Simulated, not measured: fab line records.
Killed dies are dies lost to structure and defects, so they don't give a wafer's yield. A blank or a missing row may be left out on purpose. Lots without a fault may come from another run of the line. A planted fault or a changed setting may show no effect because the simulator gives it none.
Matching of chambers + flow berkeley_cmos170 + UCB170_SPACER_ETCHBACK_03 on rie_diel-03: 4 sister chambers
The step etches SiO2 in CHF3/CF4/Ar, stops on Si, target depth 376 nm, time 100 s. 8 wafers are shown with their chamber, then 7 later ones without.

== WAFERS, EACH WITH ITS CHAMBER ==
| wafer  | chamber | drypump_motor_current_A (A) | throttle_valve_pct (%) |
|--------|---------|-----------------------------|------------------------|
| L712.1 | 1       | 5.7                         | 6.63                   |
| L717.2 | 0       | 6.1                         | 6.58                   |
| L722.5 | 0       | 6.1                         | 6.57                   |
| L725.3 | 3       | 5.0                         | 6.62                   |
| L725.5 | 2       | 5.4                         | 6.46                   |
| L725.6 | 3       | 5.0                         | 6.62                   |
| L728.1 | 2       | 5.4                         | 6.43                   |
| L728.4 | 1       | 5.8                         | 6.62                   |

== WAFERS WITHOUT THEIR CHAMBER ==
| wafer  | drypump_motor_current_A (A) | throttle_valve_pct (%) |
|--------|-----------------------------|------------------------|
| L728.5 | 5.4                         | 6.45                   |
| L730.1 | 5.8                         | 6.64                   |
| L730.3 | 5.0                         | 6.61                   |
| L730.5 | 5.0                         | 6.60                   |
| L733.1 | 5.4                         | 6.46                   |
| L733.2 | 6.1                         | 6.56                   |
| L733.3 | 5.7                         | 6.63                   |

== WHICH CHAMBER EACH ONE RAN IN ==
| wafer  | from the rows above | in truth |
|--------|---------------------|----------|
| L728.5 | 2                   | 2        |
| L730.1 | 1                   | 1        |
| L730.3 | 3                   | 3        |
| L730.5 | 3                   | 3        |
| L733.1 | 2                   | 2        |
| L733.2 | 0                   | 0        |
| L733.3 | 1                   | 1        |
7 of 7 placed correctly. Can't be placed from these rows: 0. Placed wrongly: 0.
How it was worked out, from the rows above alone: a wafer's distance from a chamber is the root of the sum, over the readings, of the square of ((its reading less the chamber's mean) divided by the reading's scatter). The wafer belongs to the nearest chamber; if the next one is less than 2 further off, it can't be placed. For every chamber, the mean is computed from those of its wafers that are shown. The scatter: take each reading less its chamber's mean, square it, sum over the shown wafers, divide by the number of wafers less the number of chambers, and take the root.
